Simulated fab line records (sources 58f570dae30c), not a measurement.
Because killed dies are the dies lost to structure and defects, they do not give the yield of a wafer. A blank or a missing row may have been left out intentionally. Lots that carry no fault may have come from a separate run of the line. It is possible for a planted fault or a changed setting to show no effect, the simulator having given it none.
Which tool did it? || flow berkeley_cmos170 || 11 lots with 33 wafers sampled at 2 steps, on a route of 331 steps

== WHAT THE GAUGES READ, wafer by wafer ==
UCB170_NVT_TW_MEAS_09.
{"lot": "L397", "measured": "day 5 13:04", "on": "film_metro-02", "NVT_TW": "520 516 521"}
{"lot": "L396", "measured": "day 5 13:25", "on": "film_metro-01", "NVT_TW": "516 516 514"}
{"lot": "L398", "measured": "day 5 13:59", "on": "film_metro-04", "NVT_TW": "527 529 530"}
{"lot": "L399", "measured": "day 6 04:30", "on": "film_metro-02", "NVT_TW": "517 519 517"}
{"lot": "L400", "measured": "day 6 04:47", "on": "film_metro-01", "NVT_TW": "515 515 518"}
{"lot": "L405", "measured": "day 7 08:17", "on": "film_metro-01", "NVT_TW": "502 505 505"}
{"lot": "L407", "measured": "day 7 13:31", "on": "film_metro-01", "NVT_TW": "505 503 504"}
{"lot": "L410", "measured": "day 8 07:16", "on": "film_metro-04", "NVT_TW": "525 524 522"}
{"lot": "L412", "measured": "day 8 07:25", "on": "film_metro-01", "NVT_TW": "513 518 514"}
{"lot": "L415", "measured": "day 9 00:59", "on": "film_metro-01", "NVT_TW": "517 516 516"}
{"lot": "L419", "measured": "day 9 21:55", "on": "film_metro-02", "NVT_TW": "517 516 517"}

== WHAT TOOL EACH LOT RAN ON (gives the tool, then ch and the chambers of the sampled wafers, and finally the start) ==
{"lot": "L397", "UCB170_NVT_IMPLANT_07": "implanter-04 ch 0, day 5 12:49"}
{"lot": "L396", "UCB170_NVT_IMPLANT_07": "implanter-04 ch 0, day 5 13:11"}
{"lot": "L398", "UCB170_NVT_IMPLANT_07": "implanter-03 ch 0, day 5 13:46"}
{"lot": "L399", "UCB170_NVT_IMPLANT_07": "implanter-03 ch 0, day 6 04:15"}
{"lot": "L400", "UCB170_NVT_IMPLANT_07": "implanter-04 ch 0, day 6 04:33"}
{"lot": "L405", "UCB170_NVT_IMPLANT_07": "implanter-03 ch 0, day 7 08:03"}
{"lot": "L407", "UCB170_NVT_IMPLANT_07": "implanter-03 ch 0, day 7 13:16"}
{"lot": "L410", "UCB170_NVT_IMPLANT_07": "implanter-04 ch 0, day 8 07:02"}
{"lot": "L412", "UCB170_NVT_IMPLANT_07": "implanter-04 ch 0, day 8 07:11"}
{"lot": "L415", "UCB170_NVT_IMPLANT_07": "implanter-04 ch 0, day 9 00:35"}
{"lot": "L419", "UCB170_NVT_IMPLANT_07": "implanter-04 ch 0, day 9 21:40"}
- UCB170_NVT_IMPLANT_07

== AS READ BY THE TOOLS THEMSELVES (means over the sampled wafers that have a number; for cases with no such wafer, the mark the record gives instead) ==
UCB170_NVT_IMPLANT_07.
{"lot": "L397", "tool": "implanter-04", "beam_energy_keV": 50.006, "beam_on_s (s)": 10.00, "dose_ions_cm2": 3.0006e+12}
{"lot": "L396", "tool": "implanter-04", "beam_energy_keV": 50.007, "beam_on_s (s)": 9.99, "dose_ions_cm2": 2.9968e+12}
{"lot": "L398", "tool": "implanter-03", "beam_energy_keV": 49.983, "beam_on_s (s)": 9.94, "dose_ions_cm2": 2.9998e+12}
{"lot": "L399", "tool": "implanter-03", "beam_energy_keV": 50.003, "beam_on_s (s)": 10.01, "dose_ions_cm2": 3.0029e+12}
{"lot": "L400", "tool": "implanter-04", "beam_energy_keV": 49.990, "beam_on_s (s)": 10.15, "dose_ions_cm2": 3.0008e+12}
{"lot": "L405", "tool": "implanter-03", "beam_energy_keV": 50.022, "beam_on_s (s)": 9.76, "dose_ions_cm2": 2.7936e+12}
{"lot": "L407", "tool": "implanter-03", "beam_energy_keV": 50.015, "beam_on_s (s)": 9.73, "dose_ions_cm2": 2.7955e+12}
{"lot": "L410", "tool": "implanter-04", "beam_energy_keV": 49.998, "beam_on_s (s)": 10.02, "dose_ions_cm2": 3.0000e+12}
{"lot": "L412", "tool": "implanter-04", "beam_energy_keV": 49.996, "beam_on_s (s)": 10.03, "dose_ions_cm2": 3.0013e+12}
{"lot": "L415", "tool": "implanter-04", "beam_energy_keV": 50.018, "beam_on_s (s)": 10.23, "dose_ions_cm2": 2.9976e+12}
{"lot": "L419", "tool": "implanter-04", "beam_energy_keV": 50.000, "beam_on_s (s)": 9.97, "dose_ions_cm2": 3.0005e+12}

== THE ANSWER, worked out from the rows above alone ==
Rule: what is usual is taken from the lots themselves. The widest of any qualifying gaps counts: lots, ordered by their means at a reading, are off when they make up no more than a third of the lots, leave a main group of 4 or more, and stand apart from it by 3 or more times the standard deviation of that group's means. A main group is skipped when, at the precision printed for the reading in the tables above, its means are all equal. Also off: a lot with no number at a reading for which 4 or more lots have one. Any other lot the step has rows for is counted as sound. Order of review: gauges by route order, followed by the tools' own readings, for which a lot's mean as printed above is used. The first step at which some lot is off is used, and at that step the reading that is off furthest; a lot without a number counts as furthest.
Off: L405, L407, at UCB170_NVT_IMPLANT_07 (dose_ions_cm2). Mean 3.0000e+12 and standard deviation 1.7e+09 in the main group.
If a tool, at that step or one of the process steps before it, ran each lot that is off and ran no sound lot following the first of them, it fits. One fits: implanter-03 at UCB170_NVT_IMPLANT_07. Its last sound lot is L399 (day 6 04:15), its first lot that is off L405 (day 7 08:03): a fault that began between those two fits.
The tool's own readings at UCB170_NVT_IMPLANT_07 bear it out: on the lots that are off they differ by more than 5 times the standard deviation of the sound lots' means. dose_ions_cm2 reads 2.7946e+12 there against 3.0000e+12 on the sound lots.

== WHAT WAS PUT IN BY THE SIMULATOR ==
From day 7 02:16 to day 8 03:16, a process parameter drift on implanter-03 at UCB170_NVT_IMPLANT_07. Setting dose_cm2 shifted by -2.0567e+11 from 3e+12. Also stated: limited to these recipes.
Lots struck among those shown: L405, L407. The same result came from the rule above.
